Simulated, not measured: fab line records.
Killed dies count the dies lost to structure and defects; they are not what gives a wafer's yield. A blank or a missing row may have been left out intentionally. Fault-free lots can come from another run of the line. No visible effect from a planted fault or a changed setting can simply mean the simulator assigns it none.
A lot that was struck, set against a sound lot || flow ritCmos || 14 out of 202 route steps
Sound: these wafers, L919.1, L919.3, L919.6. The struck wafers were L906.3, L906.5, L906.6. At the end, the cause is stated.
At each step with rows: each side's tool, then ch and its chambers, then its first start. Under that, the readings that differ: sound wafers || struck wafers || difference of the means || sigmas: that difference in standard deviations of wafers without a fault.
alike: readings whose means differ by less than 2 such deviations, and words and numbers that are the same on both sides. not compared: withheld readings, readings that some wafer has no value for, bounds like >300 that may hide the same value, and numbers for which the record gives no deviation and whose values overlap.
A row with sigmas, a row that says differs or no value, or rows on one side alone: a step with any of these is where the two part. When numbers do not overlap yet have no deviation, they are printed without sigmas and do not part them. A reading missing from all wafers of one side parts the sides only when that side holds two or more wafers.

first, 1 step without rows for these wafers: RIT_PRETRO_IMPLANT_08.
RIT_PRETRO_STRIP_09: strips in O2, time 180 s.
  sound on plasmaAsher-01 ch 1, day 5 20:02; struck on plasmaAsher-03 ch 0,1, day 3 04:43
  alike: drypumpMotorCurrentA
  not compared: rfHoursCounterH
RIT_PRETRO_TW_MEAS_10:
  struck on filmMetro-01, day 3 04:51; sound on filmMetro-04, day 5 20:12
  alike: PRETRO_TW
then, 5 steps without rows for these wafers: RIT_GATE_WET_ETCH_00 (etches SiO2 in BOE, target depth 56 nm, time 60 s); RIT_GATE_CLEAN_01 (cleans in SC1, time 600 s); RIT_GATE_CLEAN_02 (cleans in dHF, time 30 s); RIT_GATE_CLEAN_03 (cleans in SC2, time 600 s); RIT_GATE_CLEAN_04 (cleans in dHF, time 60 s).
RIT_FOX2_THK_MEAS_91:
  struck on filmMetro-02, day 3 05:21; sound on filmMetro-03, day 5 21:00
  alike: FIELD_OXIDE_LEFT_2_THK
then, 2 steps without rows for these wafers: RIT_GATE_OXIDATION_05 (target thk 3 nm, ox time 270 s); RIT_GATE_ANNEAL_06 (time 600 s).
RIT_GATE_THK_MEAS_07:
  struck on filmMetro-02, day 3 06:50; sound on filmMetro-03, day 5 22:23
  alike: GATE_OXIDE_THK
RIT_GATE_CVD_08: deposits poly-Si from SiH4, target thk 250 nm, time 2220 s.
  sound on lpcvd-01 ch 0, day 5 22:26; struck on lpcvd-02 ch 0, day 3 06:53
{"reading": "sih4FlowSccm (sccm)", "sound": "100.20 99.83 99.70", "struck": "49.91 49.55 49.85", "difference": -50.14, "sigmas": "-99 or more"}
{"reading": "model.poly-Si_of_GATE_CVD_08.thkNm (nm)", "sound": "253.7 251.5 252.5", "struck": "128.8 129.1 129.1", "difference": -123.6, "sigmas": ""}
RIT_GATE_THK_MEAS_09:
  struck on filmMetro-02, day 3 08:44; sound on filmMetro-03, day 6 00:04
{"reading": "GATE_POLY_THK (nm)", "sound": "253.7 251.4 252.6", "struck": "128.8 129.1 129.2", "difference": -123.5, "sigmas": -48}
  not compared: hold

== WHERE THEY PART ==
At RIT_GATE_CVD_08 first; at RIT_GATE_THK_MEAS_09 last (within this record only).

WHY: whatever the simulator had introduced
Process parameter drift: lpcvd-02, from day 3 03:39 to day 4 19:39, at RIT_GATE_CVD_08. The setting sih4FlowSccm was moved by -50, starting from 100.
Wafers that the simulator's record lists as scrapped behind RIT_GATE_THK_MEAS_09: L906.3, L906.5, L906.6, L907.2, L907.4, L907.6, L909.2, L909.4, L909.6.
